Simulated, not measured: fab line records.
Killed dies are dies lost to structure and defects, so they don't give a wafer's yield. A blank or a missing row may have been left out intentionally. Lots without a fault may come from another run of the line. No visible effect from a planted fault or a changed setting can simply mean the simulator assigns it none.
Struck lot and sound lot, side by side / flow berkeleyCmos170 / 15 out of 331 route steps
Sound: these wafers, L445.2, L445.4, L445.5. Wafers struck: L452.2, L452.4, L452.5. The cause comes at the end.
Per side, at each step with rows, come the tool, then ch with its chambers, and then its first start. Under that, the readings that differ: sound wafers / struck wafers / difference of the means / sigmas: that difference in standard deviations of wafers without a fault.
alike: a reading whose means differ by less than 2 such deviations, as well as words and numbers matching on both sides. not compared: withheld readings; readings where some wafer has no value; bounds like >300 that might hide an equal value; numbers whose values overlap and for which the record gives no deviation.
The two part at a step that has a row with sigmas, a row that says differs or no value, or rows on one side only. When numbers do not overlap yet have no deviation, they are printed without sigmas and do not part them. A reading that every wafer of one side lacks parts them only if that side has two wafers or more.

UCB170_M1_SPUTTER_00: material Al, target thk 600 nm, time 80 s.
  sound: pvdSputter-03 at day 7 08:01; struck: pvdSputter-03 at day 8 07:13
  alike: chamberPressurePa, throttleValvePct
UCB170_M1_RS_MEAS_01: uses a four-point probe to measure.
  sound: filmMetro-01 at day 7 08:05; struck: filmMetro-01 at day 8 07:18
  alike: M1_AL_RS
UCB170_M1_THK_MEAS_02: measures by xrf.
  sound: filmMetro-01 at day 7 08:12; struck: filmMetro-01 at day 8 07:25
  alike: M1_AL_THK
then, 6 steps without rows for these wafers: UCB170_M1_COAT_03; UCB170_M1_COAT_04 (resist thk 900 nm); UCB170_M1_SOFTBAKE_05 (time 60 s); UCB170_M1_EXPOSE_06 (exposes mask METAL1, target cd 700 nm); UCB170_M1_PEB_07; UCB170_M1_DEVELOP_08 (develop time 45 s).
UCB170_M1_CD_MEAS_09 targets a cd of 700 nm.
  sound: cdSem-02 at day 7 09:58; struck: cdSem-02 at day 8 08:27
reading=cdNm (nm); sound=698.6 696.8 698.0; struck=702.5 702.0 702.8; difference=+4.6; sigmas=+3
UCB170_M1_OVL_MEAS_10:
  sound: overlay-01 at day 7 10:05; struck: overlay-01 at day 8 08:33
  alike: M1_OVL
UCB170_M1_ETCH_11: etches BARC in N2/H2.
  sound on rieDiel-01 ch 0,1,2, day 7 10:07; struck on rieDiel-04 ch 0,1,3, day 8 08:35
  alike: biasW, chamberPressureMTorr, drypumpMotorCurrentA, oesProductAu, throttleValvePct
UCB170_M1_METAL_ETCH_12: etches Al in Cl2/BCl3, stops on PSG, target depth 780 nm, time 130 s.
  sound on rieMetal-01 ch 1, day 7 10:09; struck on rieMetal-01 ch 0,1, day 8 08:38
reading=biasW (W); sound=120.3 119.9 119.5; struck=123.6 123.3 123.8; difference=+3.7; sigmas=+10
  alike: chamberPressureMTorr, drypumpMotorCurrentA, heBacksideLeakSccm, oesProductAu, throttleValvePct
  not compared: rfHoursCounterH
UCB170_M1_STRIP_13: strips in O2.
  sound on plasmaAsher-03 ch 0,1, day 7 10:17; struck on plasmaAsher-04 ch 1, day 8 08:46
  alike: chamberPressureMTorr, drypumpMotorCurrentA, oesProductAu
  not compared: rfHoursCounterH
UCB170_M3_PROBE_99:
  rows exist in the record for the sound wafers here (prober-02, day 8 00:26), none for the struck ones

WHERE THEY PART
Last at UCB170_M3_PROBE_99 as far as this record goes, first at UCB170_M1_CD_MEAS_09.

WHY: what had been put in by the simulator
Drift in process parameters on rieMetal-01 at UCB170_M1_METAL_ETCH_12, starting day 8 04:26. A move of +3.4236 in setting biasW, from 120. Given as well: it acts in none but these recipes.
